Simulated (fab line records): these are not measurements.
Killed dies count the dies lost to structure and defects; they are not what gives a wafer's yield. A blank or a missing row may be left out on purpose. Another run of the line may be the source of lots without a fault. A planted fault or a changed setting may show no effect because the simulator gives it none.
Check of tool commonality    flow berkeleyCmos170    Lots sampled 13, wafers sampled 39

== WHAT PROMPTED THE OPENING ==
At UCB170_ACTIVE_THK_MEAS_06 the reading ACTIVE_NITRIDE_THK is flagged on 1 of 13 lots. No-fault wafers: 219.4 nm, standard deviation 2.
Rule: a lot gets a flag if all its wafers with a number sit over 4 standard deviations from that mean, or if no wafer of it has a number. All remaining lots are regarded as sound.

lot   measured     on            ACTIVE_NITRIDE_THK (nm), wafer by wafer  flag
L870  day 3 23:56  filmMetro-02  219.2 218.6 218.7                        
L871  day 3 23:58  filmMetro-02  224.0 223.3 223.9                        
L872  day 4 07:01  filmMetro-04  221.3 221.6 220.0                        
L874  day 4 22:34  filmMetro-03  337.0 336.8 337.1                        FLAGGED
L883  day 6 22:07  filmMetro-02  217.6 218.9 218.9                        
L886  day 7 11:29  filmMetro-03  218.6 218.1 220.5                        
L885  day 7 11:30  filmMetro-04  219.5 219.1 220.3                        
L887  day 7 20:29  filmMetro-02  220.0 220.3 220.3                        
L888  day 8 02:16  filmMetro-04  219.3 220.2 220.4                        
L889  day 8 05:11  filmMetro-04  217.8 216.8 217.7                        
L890  day 8 05:11  filmMetro-02  222.1 219.0 220.8                        
L891  day 8 19:16  filmMetro-04  218.7 218.6 219.2                        
L893  day 9 03:24  filmMetro-03  219.2 219.3 219.7                        
The mean of the flagged lots' numbers is 337.0 nm, +117.6 nm from the usual (+59 standard deviations).

== LOT BY LOT: THE TOOL USED ==
2 process steps preceding the reading are held in the record, out of 331 steps in the route. Each cell gives the tool, then ch followed by the chambers the sampled wafers passed through, then the start.
lot   flag     UCB170_PWELL_STRIP_16               UCB170_ACTIVE_CVD_05
L870           plasmaAsher-04 ch 0,1, day 2 22:51  lpcvd-01 ch 0, day 3 21:59
L871           plasmaAsher-02 ch 0,1, day 2 22:34  lpcvd-01 ch 0, day 3 21:59
L872           plasmaAsher-04 ch 0,1, day 3 07:47  lpcvd-01 ch 0, day 4 05:05
L874  FLAGGED  plasmaAsher-04 ch 0,1, day 3 22:59  lpcvd-01 ch 0, day 4 20:37
L883           plasmaAsher-04 ch 0,1, day 5 20:07  lpcvd-02 ch 1, day 6 20:12
L886           plasmaAsher-02 ch 0,1, day 6 08:28  lpcvd-02 ch 1, day 7 09:34
L885           plasmaAsher-04 ch 0,1, day 6 06:09  lpcvd-02 ch 1, day 7 09:34
L887           plasmaAsher-03 ch 0,1, day 6 15:38  lpcvd-01 ch 0, day 7 18:34
L888           plasmaAsher-04 ch 0,1, day 6 21:53  lpcvd-01 ch 1, day 8 00:17
L889           plasmaAsher-04 ch 0,1, day 6 22:08  lpcvd-02 ch 1, day 8 03:16
L890           plasmaAsher-04 ch 0,1, day 7 01:13  lpcvd-02 ch 0, day 8 03:16
L891           plasmaAsher-02 ch 0,1, day 7 15:25  lpcvd-02 ch 1, day 8 17:21
L893           plasmaAsher-04 ch 0,1, day 8 02:17  lpcvd-02 ch 0, day 9 01:28
What the steps here do:
- UCB170_PWELL_STRIP_16: strips in O2.
- UCB170_ACTIVE_CVD_05: deposits Si3N4 from SiH2Cl2/NH3, target thk 220 nm, time 3300 s.
- UCB170_ACTIVE_THK_MEAS_06

== FLAGGED AGAINST TOTAL, ONE TOOL AT A TIME (gauges that did the reading follow at the end) ==
step                       tool            lots run  flagged  share of the flagged lots  sound lots run after its first flagged lot
UCB170_PWELL_STRIP_16      plasmaAsher-02  3         0        none                       -
UCB170_PWELL_STRIP_16      plasmaAsher-03  1         0        none                       -
UCB170_PWELL_STRIP_16      plasmaAsher-04  9         1        all                        6 (L883,L885,L888,L889,L890,L893)
UCB170_ACTIVE_CVD_05       lpcvd-01        6         1        all                        2 (L887,L888)
UCB170_ACTIVE_CVD_05       lpcvd-02        7         0        none                       -
UCB170_ACTIVE_THK_MEAS_06  filmMetro-02    5         0        none                       -
UCB170_ACTIVE_THK_MEAS_06  filmMetro-03    3         1        all                        2 (L886,L893)
UCB170_ACTIVE_THK_MEAS_06  filmMetro-04    5         0        none                       -

== WHAT THE TABLE PERMITS ==
3 rows of the table ran every flagged lot: plasmaAsher-04 at UCB170_PWELL_STRIP_16, lpcvd-01 at UCB170_ACTIVE_CVD_05, filmMetro-03 at UCB170_ACTIVE_THK_MEAS_06.
- plasmaAsher-04 at UCB170_PWELL_STRIP_16 ran 9 lots, 1 of them flagged. After the first flagged lot (L883, L885, L888, L889, L890, L893), sound lots still ran on it; a lasting fault on the whole tool would not permit that.
- lpcvd-01 at UCB170_ACTIVE_CVD_05 ran 6 lots, 1 of them flagged. After the first flagged lot (L887, L888), sound lots still ran on it; a lasting fault on the whole tool would not permit that.
- filmMetro-03 at UCB170_ACTIVE_THK_MEAS_06 ran 3 lots, 1 of them flagged. After the first flagged lot (L886, L893), sound lots still ran on it; a lasting fault on the whole tool would not permit that.
There is no row in the table that ran each flagged lot and no sound lot after the first.

== WHAT THE SIMULATOR HAD PUT IN ==
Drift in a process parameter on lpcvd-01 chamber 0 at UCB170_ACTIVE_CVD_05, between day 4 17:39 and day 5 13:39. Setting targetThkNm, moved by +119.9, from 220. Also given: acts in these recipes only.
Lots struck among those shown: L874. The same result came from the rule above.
